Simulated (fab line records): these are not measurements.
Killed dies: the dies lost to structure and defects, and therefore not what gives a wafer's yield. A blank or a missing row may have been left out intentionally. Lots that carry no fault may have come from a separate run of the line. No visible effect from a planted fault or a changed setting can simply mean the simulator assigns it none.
What tool caused it? -- flow berkeley_cmos170 -- 37 wafers from 13 lots sampled at 6 of the route's 331 steps

WHAT EACH GAUGE READ, for each wafer
UCB170_NWELL_TW_MEAS_16.
lot,measured,on,NWELL_TW
L657,day 2 14:41,film_metro-01,1268 1271 1273
L658,day 2 21:44,film_metro-03,1250 1246 1249
L659,day 3 05:07,film_metro-01,1275 1275 1271
L660,day 3 05:23,film_metro-04,1249 1251 1247
L662,day 3 12:25,film_metro-04,1248 1259 1248
L665,day 4 06:25,film_metro-04,1242 1245 1240
L664,day 4 06:43,film_metro-01,1262 1273 1266
L668,day 4 17:52,film_metro-01,1268 1276 1268
L667,day 4 18:09,film_metro-04,1241 1244 1245
L669,day 5 01:32,film_metro-04,1245 1260 1253
L671,day 5 10:14,film_metro-03,1239
L672,day 5 20:26,film_metro-01,1269 1270 1264
L680,day 7 19:33,film_metro-01,1263 1263 1262

UCB170_GATE_OVL_MEAS_13.
lot,measured,on,GATE_OVL (nm)
L657,day 7 15:16,overlay-02,-5 -8 -8
L658,day 8 02:13,overlay-02,3 0 5
L659,day 8 02:33,overlay-02,-9 -6 0
L660,day 8 02:26,overlay-01,-6 -10 -14
L662,day 8 17:01,overlay-01,1 0 -8
L665,day 9 00:56,overlay-01,3 -5 2
L664,day 9 01:13,overlay-02,-14 -12 -12
L668,day 9 18:20,overlay-02,-3 -4 5
L667,day 9 18:04,overlay-01,1 4 -4
L669,day 10 03:12,overlay-01,-5 -9 -3
L671,day 10 17:00,overlay-02,-6
L672,day 11 03:53,overlay-02,-8 -8 -5
L680,day 12 16:53,overlay-01,2 1 10

UCB170_SILICIDE_RS_MEAS_02: the measuring method here is four-point-probe.
lot,measured,on,SILICIDE_TI_RS (ohm/sq)
L657,day 8 08:07,film_metro-04,26.0 25.6 25.7
L658,day 8 17:26,film_metro-01,26.0 26.1 25.6
L659,day 8 17:50,film_metro-02,26.3 26.8 26.2
L660,day 8 17:40,film_metro-01,26.3 25.9 25.6
L662,day 9 11:34,film_metro-02,26.4 26.6 26.3
L665,day 9 20:31,film_metro-02,26.4 26.3 26.4
L664,day 9 21:00,film_metro-02,26.6 26.5 26.7
L668,day 10 10:43,film_metro-04,25.7 25.5 25.3
L667,day 10 10:15,film_metro-02,26.3 26.1 26.1
L669,day 10 21:56,film_metro-02,25.4 25.5 25.5
L671,day 11 12:34,film_metro-04,67.3 68.9
L672,day 11 22:55,film_metro-02,26.5 26.3 26.3
L680,day 13 11:02,film_metro-01,26.4 26.5 26.7

UCB170_SILICIDE_THK_MEAS_03: measures by xrf.
lot,measured,on,SILICIDE_TI_THK (nm)
L657,day 8 08:14,film_metro-04,30.2 30.6 30.7
L658,day 8 17:32,film_metro-01,30.0 30.1 30.6
L659,day 8 17:58,film_metro-02,29.6 29.2 29.7
L660,day 8 17:47,film_metro-01,29.8 30.3 30.5
L662,day 9 11:39,film_metro-02,29.8 29.5 29.8
L665,day 9 20:38,film_metro-02,29.6 29.7 29.7
L664,day 9 21:06,film_metro-02,29.7 29.5 29.3
L668,day 10 10:49,film_metro-04,30.2 30.6 30.6
L667,day 10 10:22,film_metro-02,29.8 29.9 30.0
L669,day 10 22:03,film_metro-02,30.7 30.5 30.4
L671,day 11 15:28,film_metro-04,13.7 13.7
L672,day 11 23:01,film_metro-02,29.6 30.0 29.8
L680,day 13 11:10,film_metro-01,29.9 30.1 29.8

UCB170_CONTACT_CD_MEAS_90: the cd target is 700 nm.
lot,measured,on,cd_nm (nm)
L657,day 8 13:16,cd_sem-02,701.7 702.0 700.0
L658,day 9 00:03,cd_sem-02,699.7 699.6 700.8
L659,day 9 00:38,cd_sem-01,700.9 701.4 701.3
L660,day 8 23:46,cd_sem-01,700.7 700.9 700.7
L662,day 9 16:14,cd_sem-02,700.8 700.5 702.0
L665,day 10 00:59,cd_sem-01,701.9 700.4 701.2
L664,day 10 02:41,cd_sem-01,698.0 698.5 699.3
L668,day 10 15:13,cd_sem-02,701.4 702.3 701.8
L667,day 10 14:46,cd_sem-01,700.9 702.5 699.1
L669,day 11 03:30,cd_sem-02,699.1 699.8 697.2
L672,day 12 03:38,cd_sem-02,701.0 700.1 699.4
L680,day 13 17:04,cd_sem-02,699.2 699.4 699.6

EACH LOT AND THE TOOL THAT RAN IT (in order: tool; ch and the chambers of the sampled wafers; start)
lot,UCB170_SILICIDE_SPUTTER_01
L657,"pvd_sputter-04, day 8 08:04"
L658,"pvd_sputter-01, day 8 17:22"
L659,"pvd_sputter-03, day 8 17:48"
L660,"pvd_sputter-04, day 8 17:38"
L662,"pvd_sputter-03, day 9 11:28"
L665,"pvd_sputter-01, day 9 20:29"
L664,"pvd_sputter-03, day 9 20:56"
L668,"pvd_sputter-04, day 10 10:40"
L667,"pvd_sputter-01, day 10 10:12"
L669,"pvd_sputter-04, day 10 21:53"
L671,"pvd_sputter-04, day 11 12:31"
L672,"pvd_sputter-03, day 11 22:47"
L680,"pvd_sputter-03, day 13 11:01"
- UCB170_SILICIDE_SPUTTER_01: material Ti, target thk 30 nm, time 25 s.

WHAT THE TOOLS THEMSELVES READ (means of the sampled wafers that have a number; where no wafer has one, the mark that the record gives instead)
UCB170_SILICIDE_SPUTTER_01.
lot,tool,throttle_valve_pct (%)
L657,pvd_sputter-04,29.9
L658,pvd_sputter-01,29.5
L659,pvd_sputter-03,30.5
L660,pvd_sputter-04,29.6
L662,pvd_sputter-03,30.7
L665,pvd_sputter-01,28.9
L664,pvd_sputter-03,29.1
L668,pvd_sputter-04,29.8
L667,pvd_sputter-01,28.5
L669,pvd_sputter-04,30.2
L671,pvd_sputter-04,28.2
L672,pvd_sputter-03,29.8
L680,pvd_sputter-03,29.1

THE ANSWER, worked out from the rows above alone
Rule: the usual values come from the lots themselves. The widest of any qualifying gaps counts: lots, ordered by their means at a reading, are off when they make up no more than a third of the lots, leave a main group of 4 or more, and stand apart from it by 3 or more times the standard deviation of that group's means. Not used: any main group whose means are identical at the precision the tables above print for the reading. Also off: a lot with no number at a reading for which 4 or more lots have one. The other lots that the step has rows for count as sound. Order of review: gauges by route order, followed by the tools' own readings, for which a lot's mean as printed above is used. At the first step where some lot is off, the reading lying furthest off is the one used; lots without a number count as furthest.
Off: at UCB170_SILICIDE_RS_MEAS_02 (SILICIDE_TI_RS), L671. Mean 26.1 ohm/sq and standard deviation 0.38 in the main group.
A tool fits if, at a process step before that reading, it ran every lot that is off, and no sound lot after the first of them. The gauges at UCB170_SILICIDE_RS_MEAS_02 are tried like those tools. 2 tools fit, pvd_sputter-04 at UCB170_SILICIDE_SPUTTER_01 and film_metro-04 at UCB170_SILICIDE_RS_MEAS_02, so this cannot tell which one it is.

WHAT THE SIMULATOR HAD INSERTED
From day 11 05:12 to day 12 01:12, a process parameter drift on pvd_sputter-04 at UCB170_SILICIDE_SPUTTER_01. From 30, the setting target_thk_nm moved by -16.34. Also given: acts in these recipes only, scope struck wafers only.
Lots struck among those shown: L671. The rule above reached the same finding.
